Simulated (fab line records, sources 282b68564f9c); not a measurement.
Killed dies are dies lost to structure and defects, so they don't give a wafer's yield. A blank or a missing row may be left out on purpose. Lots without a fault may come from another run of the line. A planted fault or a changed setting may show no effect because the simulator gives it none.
fab line records | flow rit_cmos | part 1 of 2: steps 1 to 32 of 43
record lots=5 wafers=15 last_day=7
route steps=202 shown PLDD@117 SPACER@125 NSD@131 PSD@142 SDANNEAL@153
lots that met no fault: from a run of the same line without faults
start_h: hours from the record's first day to the start of the lot's first wafer shown | wait_h: hours since the lot's step before | " the same as in the row above | L1.1+2: a row that stands for several wafers | - no value, or no start given | * or withheld: withheld | < > ~ a bound
route shown NAME@n: a module of which the file shows steps, and the number in the route of the first | usual: mean/standard deviation of fault-free wafers | same: alike in all rows | chamber/n: place in a boat | sites: the reading at each site | _std_site: their standard deviation | _edge_site: outer sites' mean less inner sites' | radius_mm: how far each site lies from the wafer's centre | mask NAME#n: copy n | behind: the tool/chamber that last shaped the wafer | hold: why the lot was held/for how many hours/how that ended | device: the transistor (n, p or np) that didn't switch | end of line: the same wafers' tests at the end of the route | a step without rows: its recipe alone | killed: dies lost to structure and defects at the first sort, not the wafer's yield | map: a wafer's dies, x killed, . not, _ none there
set.NAME: the setting as run; set.NAME@STEP: as run at that earlier step | model.NAME: the simulator's own value behind a step, which no gauge read
lots at some steps of the route; a table a step, a row a wafer
services: from which hour (start_h, from the record's first day; less than 0 if before it) a tool's chamber was out of use, for how many hours, and why
## steps
# step RIT_PLDD_EXPOSE_03
# recipe mask_id=M8 na=0.57 target_cd_nm=40900 dose_mj=250
# usual focus_offset_nm=-0.2/0.54
# columns lot.wafer tool chamber start_h wait_h mask focus_offset_nm
L075.1 iline_stepper-01 0 49.03 0.1 M8#0 0.3
L075.2 " 0 " " M8#0 0.5
L075.4 " 0 " " M8#0 0.5
L083.3 iline_stepper-01 0 88.76 0.1 M8#0 0.5
L083.5 " 0 " " M8#0 0.7
L083.6 " 0 " " M8#0 0.6
L085.3 iline_stepper-01 0 98.56 0.2 M8#0 -0.1
L085.4 " 0 " " M8#0 0.1
L085.5 " 0 " " M8#0 0.6
L088.2 iline_stepper-01 0 112.74 0.1 M8#0 0.2
L088.3 " 0 " " M8#0 -0.3
L088.4 " 0 " " M8#0 0.0
L094.2 iline_stepper-02 0 142.34 0.2 M8#0 -1.6
L094.3 " 0 " " M8#0 -0.7
L094.6 " 0 " " M8#0 -0.6
# step RIT_PLDD_PEB_04
# recipe resist=NOVOLAK temp_c=withheld time_s=withheld
# columns lot.wafer tool chamber start_h wait_h
L075.1+2+4 litho_track-01 0 49.15 0.1
L083.3+5+6 litho_track-04 0 88.89 0.1
L085.3+4+5 litho_track-04 0 98.69 0.1
L088.2+3+4 litho_track-03 0 112.86 0.1
L094.2+3+6 litho_track-04 0 142.46 0.1
# step RIT_PLDD_DEVELOP_05
# recipe resist=NOVOLAK develop_time_s=50 dev_temp_c=23
# same develop_time_s=50
# columns lot.wafer tool chamber start_h wait_h
L075.1+2+4 litho_track-01 0 - -
L083.3+5+6 litho_track-04 0 - -
L085.3+4+5 litho_track-04 0 - -
L088.2+3+4 litho_track-03 0 - -
L094.2+3+6 litho_track-04 0 - -
# step RIT_PLDD_OVL_MEAS_06
# usual PLDD_OVL=0.0/1.3
# columns lot.wafer tool chamber start_h wait_h PLDD_OVL[nm]
L075.1 overlay-01 - 49.43 - -0.1
L075.2 " - " " -0.3
L075.4 " - " " 0.0
L083.3 overlay-02 - 89.13 - -1.4
L083.5 " - " " -0.7
L083.6 " - " " -1.2
L085.3 overlay-02 - 98.93 - -0.7
L085.4 " - " " -0.7
L085.5 " - " " -1.5
L088.2 overlay-02 - 113.13 - 0.3
L088.3 " - " " -0.8
L088.4 " - " " -0.3
L094.2 overlay-02 - 142.73 - -1.1
L094.3 " - " " -0.3
L094.6 " - " " 0.2
# step RIT_PLDD_HARDBAKE_07
# recipe resist=NOVOLAK temp_c=140 time_s=60
# columns lot.wafer tool chamber start_h wait_h
L075.1+2+4 litho_track-01 0 49.47 0.0
L083.3+5+6 litho_track-04 0 89.21 0.1
L085.3+4+5 litho_track-03 0 99.01 0.1
L088.2+3+4 litho_track-01 0 113.18 0.0
L094.2+3+6 litho_track-01 0 142.78 0.0
# step RIT_PLDD_IMPLANT_08
# recipe species=BF2 energy_kev=20 dose_cm2=9e+14 tilt_deg=7
# usual beam_energy_keV=19.999/0.0063 beam_on_s=10.00/0.19
# columns lot.wafer tool chamber start_h wait_h beam_energy_keV beam_on_s
L075.1 implanter-04 0 49.62 0.1 20.010 10.17
L075.2 " 0 " " 20.013 9.52
L075.4 " 0 " " 20.004 9.96
L083.3 implanter-03 0 89.36 0.1 19.996 10.36
L083.5 " 0 " " 19.989 10.54
L083.6 " 0 " " 19.999 10.19
L085.3 implanter-04 0 99.16 0.1 19.999 10.04
L085.4 " 0 " " 20.007 9.89
L085.5 " 0 " " 19.994 9.94
L088.2 implanter-04 0 113.33 0.1 19.992 9.89
L088.3 " 0 " " 20.001 9.85
L088.4 " 0 " " 20.003 10.11
L094.2 implanter-01 0 142.93 0.1 19.998 10.04
L094.3 " 0 " " 19.997 10.01
L094.6 " 0 " " 20.004 9.94
# step RIT_PLDD_STRIP_09
# recipe chemistry=O2 time_s=180 resist=NOVOLAK platen_temp_c=withheld power_w=500 pressure_mtorr=4000 o2_flow_sccm=4000
# usual drypump_motor_current_A=6.0/0.35
# columns lot.wafer tool chamber start_h wait_h drypump_motor_current_A rf_hours_counter_h
L075.1 plasma_asher-03 0 49.77 0.1 6.3 27
L075.2 " 1 " " 5.5 27
L075.4 " 1 " " 5.5 -
L083.3 plasma_asher-01 0 89.52 0.1 6.1 -
L083.5 " 1 " " 5.4 -
L083.6 " 0 " " 6.1 -
L085.3 plasma_asher-01 0 99.32 0.1 6.1 -
L085.4 " 1 " " 5.4 -
L085.5 " 0 " " 6.1 -
L088.2 plasma_asher-04 0 113.46 0.1 6.3 50
L088.3 " 0 " " 6.2 -
L088.4 " 1 " " 6.1 -
L094.2 plasma_asher-01 0 143.06 0.1 6.1 44
L094.3 " 1 " " 5.4 -
L094.6 " 1 " " 5.4 -
# step RIT_PLDD_TW_MEAS_10
# usual PLDD_TW=2349/9.6
# columns lot.wafer tool chamber start_h wait_h PLDD_TW
L075.1 film_metro-03 - 49.95 0.1 2351
L075.2 " - " " 2348
L075.4 " - " " 2356
L083.3 film_metro-04 - 89.65 0.1 2344
L083.5 " - " " 2344
L083.6 " - " " 2345
L085.3 film_metro-02 - 99.45 0.1 2339
L085.4 " - " " 2343
L085.5 " - " " 2336
L088.2 film_metro-03 - 113.64 0.1 2345
L088.3 " - " " 2335
L088.4 " - " " 2344
L094.2 film_metro-02 - 143.24 0.1 2347
L094.3 " - " " 2349
L094.6 " - " " 2343
# step RIT_SPACER_CLEAN_00
# recipe chemistry=SC1 mix=3:3:50 time_s=600 temp_c=75
# usual bath_guard_temp_C=74.9/0.51
# columns lot.wafer tool chamber start_h wait_h bath_guard_temp_C
L075.1 wet_bench-01 2 50.01 0.1 75.4
L075.2 " 2 " " 75.9
L075.4 " 2 " " 75.5
L083.3 wet_bench-01 3 89.69 0.0 74.8
L083.5 " 3 " " 74.7
L083.6 " 3 " " 74.7
L085.3 wet_bench-01 3 99.49 0.0 74.9
L085.4 " 3 " " 74.8
L085.5 " 3 " " 74.9
L088.2 wet_bench-01 0 113.69 0.0 75.0
L088.3 " 0 " " 74.3
L088.4 " 0 " " 74.6
L094.2 wet_bench-02 2 143.29 0.0 74.6
L094.3 " 2 " " 74.6
L094.6 " 2 " " 74.6
# step RIT_SPACER_CLEAN_01
# recipe chemistry=dHF dilution=50:1 time_s=30
# columns lot.wafer tool chamber start_h wait_h
L075.1+2+4 wet_bench-02 1 50.18 0.0
L083.3+5+6 wet_bench-03 2 89.88 0.0
L085.3+4+5 wet_bench-02 3 99.67 0.0
L088.2+3+4 wet_bench-03 0 113.88 0.0
L094.2+3+6 wet_bench-03 0 143.47 0.0
# step RIT_SPACER_CLEAN_02
# recipe chemistry=SC2 mix=3:3:50 time_s=600 temp_c=75 dry=n2_spin
# usual bath_guard_temp_C=74.9/0.46
# columns lot.wafer tool chamber start_h wait_h bath_guard_temp_C
L075.1 wet_bench-01 2 50.20 0.0 75.7
L075.2 " 2 " " 75.6
L075.4 " 2 " " 75.7
L083.3 wet_bench-01 0 89.90 0.0 74.8
L083.5 " 0 " " 74.8
L083.6 " 0 " " 74.9
L085.3 wet_bench-03 0 99.69 0.0 75.2
L085.4 " 0 " " 75.0
L085.5 " 0 " " 75.4
L088.2 wet_bench-02 3 113.90 0.0 74.2
L088.3 " 3 " " 74.2
L088.4 " 3 " " 74.4
L094.2 wet_bench-01 3 143.48 0.0 75.1
L094.3 " 3 " " 74.9
L094.6 " 3 " " 74.9
# step RIT_SPACER_CVD_03
# recipe material=Si3N4 target_thk_nm=250 temp_c=810 precursor=SiH2Cl2/NH3 time_s=3300 pressure_mtorr=300 sih2cl2_flow_sccm=60 nh3_flow_sccm=150
# usual spike_tc_load_C=834.2/1.9
# columns lot.wafer tool chamber start_h wait_h spike_tc_load_C
L075.1 lpcvd-02 0 50.37 0.0 833.8
L075.2 " 0 " " 834.0
L075.4 " 0 " " 834.3
L083.3 lpcvd-01 0 90.09 0.0 835.7
L083.5 " 0 " " 835.2
L083.6 " 0 " " 835.0
L085.3 lpcvd-01 1 99.86 0.0 831.8
L085.4 " 1 " " 830.4
L085.5 " 1 " " 831.2
L088.2 lpcvd-02 0 114.07 0.0 833.5
L088.3 " 0 " " 834.1
L088.4 " 0 " " 833.5
L094.2 lpcvd-02 0 143.68 0.0 833.4
L094.3 " 0 " " 833.9
L094.6 " 0 " " 835.5
# step RIT_SPACER_THK_MEAS_04
# recipe reads=Si3N4_of_SPACER_CVD_03
# usual SPACER_NITRIDE_THK=249.1/2.9
# columns lot.wafer tool chamber start_h wait_h SPACER_NITRIDE_THK[nm]
L075.1 film_metro-01 - 52.29 0.0 251.8
L075.2 " - " " 250.8
L075.4 " - " " 252.7
L083.3 film_metro-04 - 92.03 0.0 249.1
L083.5 " - " " 248.1
L083.6 " - " " 248.2
L085.3 film_metro-04 - 101.80 0.0 248.6
L085.4 " - " " 247.8
L085.5 " - " " 247.8
L088.2 film_metro-02 - 116.00 0.0 250.1
L088.3 " - " " 249.2
L088.4 " - " " 249.9
L094.2 film_metro-01 - 145.60 0.0 253.0
L094.3 " - " " 251.7
L094.6 " - " " 251.9
# step RIT_SPACER_ETCHBACK_05
# recipe target_depth_a=2500 SF6_flow_sccm=30 CHF3_flow_sccm=30 target=Si3N4 chemistry=SF6/CHF3 pressure_mtorr=40 rf_w=250 time_s=240 stop_on=SiO2
# usual drypump_motor_current_A=5.82/0.29 oes_product_au=0.846/0.017 rf_fwd_power_W=249.2/0.79 throttle_valve_pct=10.18/0.12
# columns lot.wafer tool chamber start_h wait_h drypump_motor_current_A oes_product_au rf_fwd_power_W rf_hours_counter_h throttle_valve_pct
L075.1 rie_diel-01 0 52.35 0.1 5.73 0.853 248.1 113 9.96
L075.2 " 2 " " 5.41 0.854 248.7 5 10.13
L075.4 " 3 " " 6.36 0.844 248.4 65 10.10
L083.3 rie_diel-02 2 92.07 0.0 5.43 0.812 248.7 148 10.17
L083.5 " 0 " " 6.40 0.834 249.8 - 10.20
L083.6 " 1 " " 5.79 0.838 251.3 - 9.99
L085.3 rie_diel-01 0 101.84 0.0 5.73 0.850 249.3 114 9.95
L085.4 " 3 " " 6.37 0.822 248.7 66 10.10
L085.5 " 2 " " 5.40 0.839 250.0 - 10.14
L088.2 rie_diel-01 3 116.05 0.0 6.37 0.830 249.3 66 10.10
L088.3 " 1 " " 5.67 0.833 250.4 144 10.15
L088.4 " 2 " " 5.40 0.849 250.2 6 10.13
L094.2 rie_diel-01 1 145.65 0.0 5.68 0.847 247.7 145 10.16
L094.3 " 3 " " 6.39 0.842 248.8 66 10.10
L094.6 " 3 " " 6.39 0.845 249.4 - 10.10
# step RIT_NSD_HMDS_00
# recipe prime_time_s=60 prime_temp_c=140
# columns lot.wafer tool chamber start_h wait_h
L075.1+2+4 litho_track-01 0 52.50 0.1
L083.3+5+6 litho_track-02 0 92.27 0.1
L085.3+4+5 litho_track-03 0 102.04 0.1
L088.2+3+4 litho_track-02 0 116.23 0.1
L094.2+3+6 litho_track-03 0 145.83 0.1
# step RIT_NSD_COAT_01
# recipe resist=NOVOLAK spin_rpm=3250 resist_thk_nm=1000
# columns lot.wafer tool chamber start_h wait_h
L075.1+2+4 litho_track-01 0 52.65 0.1
L083.3+5+6 litho_track-02 0 92.42 0.1
L085.3+4+5 litho_track-03 0 102.19 0.1
L088.2+3+4 litho_track-02 0 116.38 0.1
L094.2+3+6 litho_track-03 0 145.98 0.1
# step RIT_NSD_SOFTBAKE_02
# recipe resist=NOVOLAK temp_c=90 time_s=60
# columns lot.wafer tool chamber start_h wait_h
L075.1+2+4 litho_track-01 0 52.80 0.1
L083.3+5+6 litho_track-02 0 92.57 0.1
L085.3+4+5 litho_track-03 0 102.34 0.1
L088.2+3+4 litho_track-02 0 116.53 0.1
L094.2+3+6 litho_track-03 0 146.13 0.1
# step RIT_NSD_EXPOSE_03
# recipe mask_id=M9 na=0.57 target_cd_nm=40700 dose_mj=250
# usual focus_offset_nm=0.1/0.45
# columns lot.wafer tool chamber start_h wait_h mask focus_offset_nm
L075.1 iline_stepper-01 0 52.95 0.1 M9#0 0.4
L075.2 " 0 " " M9#0 -0.1
L075.4 " 0 " " M9#0 -0.1
L083.3 iline_stepper-01 0 92.83 0.2 M9#0 -0.6
L083.5 " 0 " " M9#0 0.1
L083.6 " 0 " " M9#0 0.0
L085.3 iline_stepper-02 0 102.60 0.2 M9#0 0.1
L085.4 " 0 " " M9#0 0.3
L085.5 " 0 " " M9#0 -0.1
L088.2 iline_stepper-02 0 116.67 0.1 M9#0 -1.2
L088.3 " 0 " " M9#0 0.3
L088.4 " 0 " " M9#0 -0.9
L094.2 iline_stepper-01 0 146.27 0.1 M9#0 -0.1
L094.3 " 0 " " M9#0 -0.1
L094.6 " 0 " " M9#0 -0.1
# step RIT_NSD_PEB_04
# recipe resist=NOVOLAK temp_c=withheld time_s=withheld
# columns lot.wafer tool chamber start_h wait_h
L075.1+2+4 litho_track-03 0 53.07 0.1
L083.3+5+6 litho_track-02 0 92.96 0.1
L085.3+4+5 litho_track-01 0 102.73 0.1
L088.2+3+4 litho_track-03 0 116.82 0.1
L094.2+3+6 litho_track-02 0 146.43 0.1
# step RIT_NSD_DEVELOP_05
# recipe resist=NOVOLAK develop_time_s=50 dev_temp_c=23
# same develop_time_s=50
# columns lot.wafer tool chamber start_h wait_h
L075.1+2+4 litho_track-03 0 - -
L083.3+5+6 litho_track-02 0 - -
L085.3+4+5 litho_track-01 0 - -
L088.2+3+4 litho_track-03 0 - -
L094.2+3+6 litho_track-02 0 - -
# step RIT_NSD_OVL_MEAS_06
# usual NSD_OVL=0.8/1.4
# columns lot.wafer tool chamber start_h wait_h NSD_OVL[nm]
L075.1 overlay-01 - 53.35 - 3.1
L075.2 " - " " 2.0
L075.4 " - " " 2.3
L083.3 overlay-01 - 93.20 - 2.3
L083.5 " - " " 1.6
L083.6 " - " " 2.0
L085.3 overlay-02 - 102.98 - 2.2
L085.4 " - " " 2.1
L085.5 " - " " 1.8
L088.2 overlay-02 - 117.09 - 1.9
L088.3 " - " " 1.5
L088.4 " - " " 1.6
L094.2 overlay-02 - 146.70 - 0.8
L094.3 " - " " 1.1
L094.6 " - " " 0.8
# step RIT_NSD_HARDBAKE_07
# recipe resist=NOVOLAK temp_c=140 time_s=60
# columns lot.wafer tool chamber start_h wait_h
L075.1+2+4 litho_track-03 0 53.38 0.0
L083.3+5+6 litho_track-03 0 93.28 0.1
L085.3+4+5 litho_track-03 0 103.05 0.1
L088.2+3+4 litho_track-01 0 117.14 0.0
L094.2+3+6 litho_track-01 0 146.75 0.0
# step RIT_NSD_IMPLANT_08
# recipe species=P energy_kev=25 dose_cm2=1e+15 tilt_deg=7
# usual beam_energy_keV=24.998/0.007 beam_on_s=9.99/0.22
# columns lot.wafer tool chamber start_h wait_h beam_energy_keV beam_on_s
L075.1 implanter-02 0 53.53 0.1 24.993 10.02
L075.2 " 0 " " 24.985 10.22
L075.4 " 0 " " 24.991 10.00
L083.3 implanter-04 0 93.43 0.1 25.005 10.17
L083.5 " 0 " " 25.011 9.92
L083.6 " 0 " " 24.996 9.99
L085.3 implanter-04 0 103.20 0.1 25.001 10.52
L085.4 " 0 " " 24.992 9.92
L085.5 " 0 " " 24.998 9.86
L088.2 implanter-04 0 117.29 0.1 24.993 9.84
L088.3 " 0 " " 24.995 10.19
L088.4 " 0 " " 25.001 9.76
L094.2 implanter-02 0 146.90 0.1 25.006 10.24
L094.3 " 0 " " 24.988 9.77
L094.6 " 0 " " 25.003 9.98
# step RIT_NSD_STRIP_09
# recipe chemistry=O2 time_s=180 resist=NOVOLAK platen_temp_c=withheld power_w=500 pressure_mtorr=4000 o2_flow_sccm=4000
# usual drypump_motor_current_A=5.7/0.39
# columns lot.wafer tool chamber start_h wait_h drypump_motor_current_A rf_hours_counter_h
L075.1 plasma_asher-02 1 53.68 0.1 5.5 42
L075.2 " 0 " " 5.2 42
L075.4 " 0 " " 5.2 -
L083.3 plasma_asher-02 0 93.59 0.1 5.2 -
L083.5 " 1 " " 5.5 -
L083.6 " 0 " " 5.2 -
L085.3 plasma_asher-03 0 103.36 0.1 6.2 -
L085.4 " 1 " " 5.5 -
L085.5 " 0 " " 6.3 -
L088.2 plasma_asher-01 0 117.42 0.1 6.1 43
L088.3 " 0 " " 6.1 -
L088.4 " 1 " " 5.4 -
L094.2 plasma_asher-02 1 147.03 0.1 5.5 3
L094.3 " 1 " " 5.5 -
L094.6 " 1 " " 5.5 -
# step RIT_NSD_TW_MEAS_10
# usual NSD_TW=3123/13
# columns lot.wafer tool chamber start_h wait_h NSD_TW
L075.1 film_metro-02 - 53.86 0.1 3110
L075.2 " - " " 3101
L075.4 " - " " 3115
L083.3 film_metro-02 - 93.72 0.1 3124
L083.5 " - " " 3105
L083.6 " - " " 3114
L085.3 film_metro-04 - 103.49 0.1 3145
L085.4 " - " " 3140
L085.5 " - " " 3128
L088.2 film_metro-04 - 117.60 0.1 3123
L088.3 " - " " 3122
L088.4 " - " " 3126
L094.2 film_metro-03 - 147.21 0.1 3126
L094.3 " - " " 3120
L094.6 " - " " 3114
# step RIT_PSD_HMDS_00
# recipe prime_time_s=60 prime_temp_c=140
# columns lot.wafer tool chamber start_h wait_h
L075.1+2+4 litho_track-03 0 53.92 0.1
L083.3+5+6 litho_track-04 0 93.81 0.1
L085.3+4+5 litho_track-02 0 103.58 0.1
L088.2+3+4 litho_track-03 0 117.68 0.1
L094.2+3+6 litho_track-03 0 147.29 0.1
# step RIT_PSD_COAT_01
# recipe resist=NOVOLAK spin_rpm=3250 resist_thk_nm=1000
# columns lot.wafer tool chamber start_h wait_h
L075.1+2+4 litho_track-03 0 54.07 0.1
L083.3+5+6 litho_track-04 0 93.96 0.1
L085.3+4+5 litho_track-02 0 103.73 0.1
L088.2+3+4 litho_track-03 0 117.83 0.1
L094.2+3+6 litho_track-03 0 147.44 0.1
# step RIT_PSD_SOFTBAKE_02
# recipe resist=NOVOLAK temp_c=90 time_s=60
# columns lot.wafer tool chamber start_h wait_h
L075.1+2+4 litho_track-03 0 54.22 0.1
L083.3+5+6 litho_track-04 0 94.11 0.1
L085.3+4+5 litho_track-02 0 103.88 0.1
L088.2+3+4 litho_track-03 0 117.98 0.1
L094.2+3+6 litho_track-03 0 147.59 0.1
# step RIT_PSD_EXPOSE_03
# recipe mask_id=M10 na=0.57 target_cd_nm=40900 dose_mj=250
# usual focus_offset_nm=0.0/0.48
# columns lot.wafer tool chamber start_h wait_h mask focus_offset_nm
L075.1 iline_stepper-01 0 54.37 0.1 M10#0 0.0
L075.2 " 0 " " M10#0 -0.3
L075.4 " 0 " " M10#0 -0.5
L083.3 iline_stepper-01 0 94.38 0.2 M10#0 -0.7
L083.5 " 0 " " M10#0 0.1
L083.6 " 0 " " M10#0 -0.9
L085.3 iline_stepper-01 0 104.15 0.2 M10#0 0.0
L085.4 " 0 " " M10#0 -0.5
L085.5 " 0 " " M10#0 0.0
L088.2 iline_stepper-02 0 118.25 0.2 M10#0 0.1
L088.3 " 0 " " M10#0 0.2
L088.4 " 0 " " M10#0 0.3
L094.2 iline_stepper-02 0 147.85 0.2 M10#0 -0.1
L094.3 " 0 " " M10#0 -0.3
L094.6 " 0 " " M10#0 -0.8
# step RIT_PSD_PEB_04
# recipe resist=NOVOLAK temp_c=withheld time_s=withheld
# columns lot.wafer tool chamber start_h wait_h
L075.1+2+4 litho_track-02 0 54.56 0.2
L083.3+5+6 litho_track-02 0 94.51 0.1
L085.3+4+5 litho_track-02 0 104.28 0.1
L088.2+3+4 litho_track-04 0 118.37 0.1
L094.2+3+6 litho_track-02 0 147.98 0.1
# step RIT_PSD_DEVELOP_05
# recipe resist=NOVOLAK develop_time_s=50 dev_temp_c=23
# same develop_time_s=50
# columns lot.wafer tool chamber start_h wait_h
L075.1+2+4 litho_track-02 0 - -
L083.3+5+6 litho_track-02 0 - -
L085.3+4+5 litho_track-02 0 - -
L088.2+3+4 litho_track-04 0 - -
L094.2+3+6 litho_track-02 0 - -
# step RIT_PSD_OVL_MEAS_06
# usual PSD_OVL=0.6/1.3
# columns lot.wafer tool chamber start_h wait_h PSD_OVL[nm]
L075.1 overlay-02 - 54.85 - 1.3
L075.2 " - " " 1.0
L075.4 " - " " -1.1
L083.3 overlay-02 - 94.75 - -0.3
L083.5 " - " " -0.6
L083.6 " - " " -1.5
L085.3 overlay-02 - 104.52 - -0.6
L085.4 " - " " 1.3
L085.5 " - " " 2.3
L088.2 overlay-02 - 118.63 - 1.3
L088.3 " - " " 1.3
L088.4 " - " " 2.5
L094.2 overlay-01 - 148.24 - 2.7
L094.3 " - " " 1.4
L094.6 " - " " 2.0
